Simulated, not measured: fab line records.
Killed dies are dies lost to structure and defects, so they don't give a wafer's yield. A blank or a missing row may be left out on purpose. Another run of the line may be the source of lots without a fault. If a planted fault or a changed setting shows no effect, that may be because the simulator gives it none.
Which tool is to blame? -- flow rit_cmos -- Sampling: 14 lots, 42 wafers, 4 of 202 route steps

WHAT THE GAUGES SHOWED, per wafer
RIT_NSD_OVL_MEAS_06. Usual: for NSD_OVL the level is -0.6 nm and the standard deviation is 1.2.
lot,measured,on,NSD_OVL (nm),flag
L915,day 3 10:24,overlay-01,-2.2 -2.8 -0.4,
L917,day 3 20:11,overlay-02,-0.9 -1.0 2.1,
L919,day 4 00:34,overlay-01,-0.8 0.4 -1.4,
L918,day 4 00:52,overlay-02,-1.4 -1.7 0.0,
L922,day 4 17:05,overlay-01,0.1 0.5 -0.6,
L924,day 5 06:59,overlay-02,0.5 0.8 0.9,
L926,day 5 16:26,overlay-02,-0.8 -3.7 -1.4,
L929,day 6 08:29,overlay-02,0.4 -1.5 -0.2,
L931,day 6 13:29,overlay-01,-0.7 0.6 -2.9,
L933,day 6 22:58,overlay-01,-0.6 -1.1 -1.7,
L934,day 7 04:49,overlay-02,1.4 1.1 0.4,
L935,day 7 09:13,overlay-02,0.4 -0.5 0.7,
L936,day 7 11:40,overlay-02,0.3 -1.8 -1.8,
L937,day 7 21:19,overlay-02,-0.3 -0.1 -1.3,

RIT_CONTACT_THK_MEAS_01. Usual: for CONTACT_TEOS_THK the level is 400 nm and the standard deviation is 4.6.
lot,measured,on,CONTACT_TEOS_THK (nm),flag
L915,day 3 13:53,film_metro-02,407 405 408,
L917,day 3 23:58,film_metro-03,395 398 404,
L919,day 4 04:10,film_metro-03,396 401 401,
L918,day 4 04:28,film_metro-02,398 402 404,
L922,day 4 20:47,film_metro-03,808 807 813 808 807 812,OFF
L924,day 5 10:29,film_metro-03,397 395 401,
L926,day 5 20:10,film_metro-02,805 793 805 806 793 804,OFF
L929,day 6 12:25,film_metro-03,401 398 406,
L931,day 6 16:59,film_metro-03,400 403 410,
L933,day 7 02:34,film_metro-03,394 390 401,
L934,day 7 08:32,film_metro-03,396 403 402,
L935,day 7 12:49,film_metro-03,394 404 402,
L936,day 7 15:22,film_metro-02,397 403 405,
L937,day 8 00:54,film_metro-03,398 393 403,

WHAT TOOL EACH LOT RAN ON (gives the tool, then ch and the chambers of the sampled wafers, and finally the start)
lot,RIT_SILICIDE_RTA_06,RIT_CONTACT_CVD_00
L915,"rtp_anneal-02 ch 0, day 3 13:46","pecvd-04 ch 0,1,2, day 3 13:49"
L917,"rtp_anneal-01 ch 0, day 3 23:50","pecvd-02 ch 0,1, day 3 23:55"
L919,"rtp_anneal-01 ch 0, day 4 04:04","pecvd-04 ch 1,2, day 4 04:07"
L918,"rtp_anneal-01 ch 0, day 4 04:21","pecvd-01 ch 1,2, day 4 04:25"
L922,"rtp_anneal-02 ch 0, day 4 20:28","pecvd-01 ch 0,1,2, day 4 20:31"
L924,"rtp_anneal-02 ch 0, day 5 10:22","pecvd-04 ch 0,1,2, day 5 10:25"
L926,"rtp_anneal-02 ch 0, day 5 19:50","pecvd-02 ch 0,1, day 5 19:54"
L929,"rtp_anneal-02 ch 0, day 6 12:18","pecvd-04 ch 0,1, day 6 12:22"
L931,"rtp_anneal-01 ch 0, day 6 16:53","pecvd-01 ch 0,1, day 6 16:56"
L933,"rtp_anneal-02 ch 0, day 7 02:26","pecvd-04 ch 0,1,2, day 7 02:30"
L934,"rtp_anneal-01 ch 0, day 7 08:25","pecvd-01 ch 0,2, day 7 08:29"
L935,"rtp_anneal-02 ch 0, day 7 12:42","pecvd-02 ch 1,2, day 7 12:46"
L936,"rtp_anneal-01 ch 0, day 7 15:14","pecvd-04 ch 0,1,2, day 7 15:19"
L937,"rtp_anneal-02 ch 0, day 8 00:47","pecvd-01 ch 0,1, day 8 00:51"
- RIT_SILICIDE_RTA_06: time 10 s, ramp up 5 s, ramp down 10 s.
- RIT_CONTACT_CVD_00: deposits SiO2 from TEOS, target thk 400 nm, time 61 s.

WHAT THE TOOLS THEMSELVES READ (means of the sampled wafers that have a number; where no wafer has one, the mark that the record gives instead)
RIT_SILICIDE_RTA_06. Usual: wafer_temp_C_max at 753.8, with a standard deviation of 1.5.
lot,tool,wafer_temp_C_max,flag
L915,rtp_anneal-02,756.6,
L917,rtp_anneal-01,751.9,
L919,rtp_anneal-01,752.8,
L918,rtp_anneal-01,752.1,
L922,rtp_anneal-02,754.6,
L924,rtp_anneal-02,754.9,
L926,rtp_anneal-02,755.0,
L929,rtp_anneal-02,755.1,
L931,rtp_anneal-01,752.6,
L933,rtp_anneal-02,754.8,
L934,rtp_anneal-01,752.7,
L935,rtp_anneal-02,755.4,
L936,rtp_anneal-01,753.3,
L937,rtp_anneal-02,754.8,

RIT_CONTACT_CVD_00. Usual: heater_power_w at 288 W, with a standard deviation of 57.
lot,tool,heater_power_w (W),flag
L915,pecvd-04,310,
L917,pecvd-02,281,
L919,pecvd-04,330,
L918,pecvd-01,316,
L922,pecvd-01,283,
L924,pecvd-04,340,
L926,pecvd-02,299,
L929,pecvd-04,294,
L931,pecvd-01,286,
L933,pecvd-04,297,
L934,pecvd-01,272,
L935,pecvd-02,248,
L936,pecvd-04,301,
L937,pecvd-01,273,

THE ANSWER, worked out from the rows above alone
Rule: a lot is off if the mean of its wafers that have a number lies more than 3 standard deviations from the usual mean. Also off: a lot with no number at a reading for which 4 or more lots have one. The other lots that the step has rows for count as sound. First the gauges in route order, then the tools' own readings, where a lot's mean is used as printed above. At the first step where some lot is off, the reading lying furthest off is the one used; lots without a number count as furthest.
Off: L922, L926, at RIT_CONTACT_THK_MEAS_01 (CONTACT_TEOS_THK).
A tool fits if, at a process step before that reading, it ran every lot that is off, and no sound lot after the first of them. The gauges at RIT_CONTACT_THK_MEAS_01 are tried like those tools. Of those tried, none fits.

WHAT THE SIMULATOR PUT IN
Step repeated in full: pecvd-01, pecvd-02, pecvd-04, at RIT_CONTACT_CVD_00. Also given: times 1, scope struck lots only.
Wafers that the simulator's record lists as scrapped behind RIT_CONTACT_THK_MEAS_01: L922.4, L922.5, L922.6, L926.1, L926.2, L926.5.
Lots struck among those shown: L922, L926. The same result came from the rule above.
